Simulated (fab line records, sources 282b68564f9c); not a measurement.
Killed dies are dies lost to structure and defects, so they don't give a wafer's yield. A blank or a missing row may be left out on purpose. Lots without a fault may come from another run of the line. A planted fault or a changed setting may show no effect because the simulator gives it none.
A struck lot beside a sound one | flow rit_cmos | 27 steps out of a route of 202
Sound: wafers L639.4, L639.5, L639.6. Struck: wafer L650.1. (L650.2, L650.5 of the same lot were not struck and are left out.) The cause comes at the end.
At each step with rows: each side's tool, then ch and its chambers, then its first start. Under that, the readings that differ: sound wafers | struck wafers | difference of the means | sigmas: that difference in standard deviations of wafers without a fault.
alike: readings whose means differ by less than 2 such deviations, and words and numbers that are the same on both sides. not compared: withheld readings, readings that some wafer has no value for, bounds like >300 that may hide the same value, and numbers for which the record gives no deviation and whose values overlap.
The two part at a step that has a row with sigmas, a row that says differs or no value, or rows on one side only. Numbers that don't overlap but have no deviation are shown without sigmas and don't part them. A reading that every wafer of one side lacks parts them only if that side has two wafers or more.

first, 4 steps without rows for these wafers: RIT_CONTACT_SOFTBAKE_04 (time 60 s); RIT_CONTACT_EXPOSE_05 (exposes mask M11, target cd 1000 nm); RIT_CONTACT_PEB_06; RIT_CONTACT_DEVELOP_07 (develop time 120 s).
RIT_CONTACT_CD_MEAS_08: target cd 1000 nm.
  sound on cd_sem-01, day 4 00:22; struck on cd_sem-02, day 5 23:47
  alike: cd_nm
RIT_CONTACT_OVL_MEAS_09:
  sound on overlay-01, day 4 00:26; struck on overlay-01, day 5 23:54
  alike: CONTACT_OVL
then, 1 step without rows for these wafers: RIT_CONTACT_HARDBAKE_10 (time 60 s).
RIT_CONTACT_ETCH_11: etches SiO2 in CHF3/CF4/Ar, stops on TiSi2, target depth 480 nm, time 320 s.
  sound on rie_diel-01 ch 0,1,2, day 4 00:37; struck on rie_diel-04 ch 0, day 6 00:05
  alike: drypump_motor_current_A, oes_product_au, throttle_valve_pct
  not compared: rf_hours_counter_h
RIT_CONTACT_STRIP_12: strips in O2, time 180 s.
  sound on plasma_asher-04 ch 0,1, day 4 00:52; struck on plasma_asher-01 ch 1, day 6 00:17
  reading                | sound | struck | difference                   | sigmas
  rf_hours_counter_h (h) | - - - | 50     | no value on the sound wafers |
  alike: drypump_motor_current_A
RIT_CONTACT_CD_MEAS_90: target cd 1000 nm.
  sound on cd_sem-01, day 4 01:02; struck on cd_sem-02, day 6 00:28
  alike: cd_nm
then, 2 steps without rows for these wafers: RIT_CONTACT_CLEAN_13 (cleans in SC1, time 600 s); RIT_CONTACT_CLEAN_14 (cleans in SC2, time 600 s).
RIT_M1_SPUTTER_00: material Al, target thk 400 nm, time 500 s.
  sound on pvd_sputter-01, day 4 01:28; struck on pvd_sputter-04, day 6 00:58
  reading                               | sound                | struck | difference | sigmas
  chamber_pressure_pa (Pa)              | 0.4025 0.3996 0.4017 | 0.3996 | -0.0017    | -2
  model.Al_of_M1_SPUTTER_00.thk_nm (nm) | 402.6 395.3 400.2    | 447.4  | +48.0      |
  alike: throttle_valve_pct
RIT_M1_RS_MEAS_01: measures by four-point-probe.
  sound on film_metro-04, day 4 01:49; struck on film_metro-04, day 6 01:15
  reading           | sound                | struck | difference | sigmas
  M1_AL_RS (ohm/sq) | 0.0730 0.0742 0.0733 | 0.0654 | -0.0081    | -11
RIT_M1_THK_MEAS_02: measures by xrf.
  sound on film_metro-04, day 4 01:55; struck on film_metro-04, day 6 01:22
  reading        | sound       | struck | difference | sigmas
  M1_AL_THK (nm) | 404 395 404 | 454    | +53        | +12
then, 6 steps without rows for these wafers: RIT_M1_HMDS_03 (prime time 60 s); RIT_M1_COAT_04 (resist thk 1300 nm); RIT_M1_SOFTBAKE_05 (time 60 s); RIT_M1_EXPOSE_06 (exposes mask M12, target cd 2600 nm); RIT_M1_PEB_07; RIT_M1_DEVELOP_08 (develop time 68 s).
RIT_M1_CD_MEAS_09: target cd 2600 nm.
  sound on cd_sem-02, day 4 03:02; struck on cd_sem-01, day 6 02:34
  alike: cd_nm
RIT_M1_OVL_MEAS_10:
  sound on overlay-01, day 4 03:07; struck on overlay-01, day 6 02:41
  alike: M1_OVL
then, 1 step without rows for these wafers: RIT_M1_HARDBAKE_11 (time 120 s).
RIT_M1_METAL_ETCH_12: etches Al in Cl2/BCl3, stops on SiO2, time 165 s, target depth 600 nm.
  sound on rie_metal-01 ch 0,1, day 4 03:26; struck on rie_metal-04 ch 1, day 6 02:58
  reading                | sound             | struck | difference                   | sigmas
  oes_product_au (a.u.)  | 0.783 0.778 0.777 | 0.853  | +0.074                       | +8
  rf_hours_counter_h (h) | - - -             | 1      | no value on the sound wafers |
  alike: drypump_motor_current_A, throttle_valve_pct
then, 1 step without rows for these wafers: RIT_M1_STRIP_13 (strips in nmp, time 600 s).
RIT_M1_PROBE_99:
  sound on prober-02, day 4 07:00; struck on prober-01, day 6 05:40
  reading                  | sound                   | struck  | difference | sigmas
  sort_bin_3_pad_short (%) | 0 0 0                   | 0.4     | +0.4       | +2
  model.etest.m1.rs_ohm_sq | 0.07261 0.07346 0.07289 | 0.06474 | -0.00825   |
  alike: defect_limited_yield, killed_at_contacts, killed_at_front_end, killed_dies, killed_on_rim, killed_open, killed_short, sort_bin_5_function, sort_bin_6_memory, sort_n_pass, sort_yield_pct

WHERE THEY PART
First at RIT_CONTACT_STRIP_12; last, within this record, at RIT_M1_PROBE_99.

WHY: what the simulator had put in
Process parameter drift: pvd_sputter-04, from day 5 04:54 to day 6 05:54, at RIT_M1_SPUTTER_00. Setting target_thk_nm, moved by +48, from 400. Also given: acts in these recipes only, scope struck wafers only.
